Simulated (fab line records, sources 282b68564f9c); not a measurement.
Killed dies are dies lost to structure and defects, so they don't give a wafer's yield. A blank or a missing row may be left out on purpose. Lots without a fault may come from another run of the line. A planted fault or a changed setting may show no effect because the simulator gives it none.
A struck lot beside a sound one | flow rit_cmos | 18 steps out of a route of 202
Sound: wafers L181.2, L181.3, L181.4. Struck: wafers L182.2, L182.4, L182.5. The cause comes at the end.
At each step with rows: each side's tool, then ch and its chambers, then its first start. Under that, the readings that differ: sound wafers | struck wafers | difference of the means | sigmas: that difference in standard deviations of wafers without a fault.
alike: readings whose means differ by less than 2 such deviations, and words and numbers that are the same on both sides. not compared: withheld readings, readings that some wafer has no value for, bounds like >300 that may hide the same value, and numbers for which the record gives no deviation and whose values overlap.
The two part at a step that has a row with sigmas, a row that says differs or no value, or rows on one side only. Numbers that don't overlap but have no deviation are shown without sigmas and don't part them. A reading that every wafer of one side lacks parts them only if that side has two wafers or more.

first, 1 step without rows for these wafers: RIT_PLDD_IMPLANT_08.
RIT_PLDD_STRIP_09: strips in O2, time 180 s.
  sound on plasma_asher-04 ch 0,1, day 3 18:18; struck on plasma_asher-03 ch 1, day 3 21:48
  alike: drypump_motor_current_A
  not compared: rf_hours_counter_h
RIT_PLDD_TW_MEAS_10:
  sound on film_metro-02, day 3 18:29; struck on film_metro-02, day 3 21:59
  alike: PLDD_TW
then, 4 steps without rows for these wafers: RIT_SPACER_CLEAN_00 (cleans in SC1, time 600 s); RIT_SPACER_CLEAN_01 (cleans in dHF, time 30 s); RIT_SPACER_CLEAN_02 (cleans in SC2, time 600 s); RIT_SPACER_CVD_03 (deposits Si3N4 from SiH2Cl2/NH3, target thk 250 nm, time 3300 s).
RIT_SPACER_THK_MEAS_04:
  sound on film_metro-04, day 3 21:50; struck on film_metro-03, day 4 00:39
  alike: SPACER_NITRIDE_THK
RIT_SPACER_ETCHBACK_05: etches Si3N4 in SF6/CHF3, stops on SiO2, target depth 250 nm, time 240 s.
  sound on rie_diel-01 ch 1,2,3, day 3 21:53; struck on rie_diel-02 ch 0,2, day 4 00:42
  alike: drypump_motor_current_A, oes_product_au, rf_fwd_power_W, throttle_valve_pct
  not compared: rf_hours_counter_h
then, 3 steps without rows for these wafers: RIT_NSD_HMDS_00 (prime time 60 s); RIT_NSD_COAT_01 (resist thk 1000 nm); RIT_NSD_SOFTBAKE_02 (time 60 s).
RIT_NSD_EXPOSE_03: exposes mask M9, target cd 40700 nm.
  sound on iline_stepper-02 ch 0, day 3 22:35; struck on iline_stepper-02 ch 0, day 4 01:20
  reading                     | sound                   | struck            | difference | sigmas
  model.NSD.overlay_x_nm (nm) | -0.1741 -0.1741 -0.1741 | 419.9 419.9 419.9 | +420.1     |
  alike: mask
then, 2 steps without rows for these wafers: RIT_NSD_PEB_04; RIT_NSD_DEVELOP_05 (develop time 50 s).
RIT_NSD_OVL_MEAS_06:
  sound on overlay-02, day 3 22:59; struck on overlay-01, day 4 01:43
  reading      | sound        | struck            | difference | sigmas
  NSD_OVL (nm) | -0.1 0.6 1.2 | 420.1 421.4 420.0 | +419.9     | +99 or more
then, 1 step without rows for these wafers: RIT_NSD_HARDBAKE_07 (time 60 s).
RIT_M1_PROBE_99:
  sound on prober-02, day 4 09:19; struck on prober-01, day 4 11:34
  reading                                    | sound | struck | difference | sigmas
  model.etest.select_edge_diode_n.over_limit | 0 0 0 | 1 1 1  | +1         |
  alike: killed_at_contacts, killed_at_front_end, killed_dies, killed_open, killed_short

WHERE THEY PART
Only at RIT_NSD_OVL_MEAS_06, within this record. Later steps at which nothing parts them and some readings are alike: RIT_M1_PROBE_99.

WHY: what the simulator had put in
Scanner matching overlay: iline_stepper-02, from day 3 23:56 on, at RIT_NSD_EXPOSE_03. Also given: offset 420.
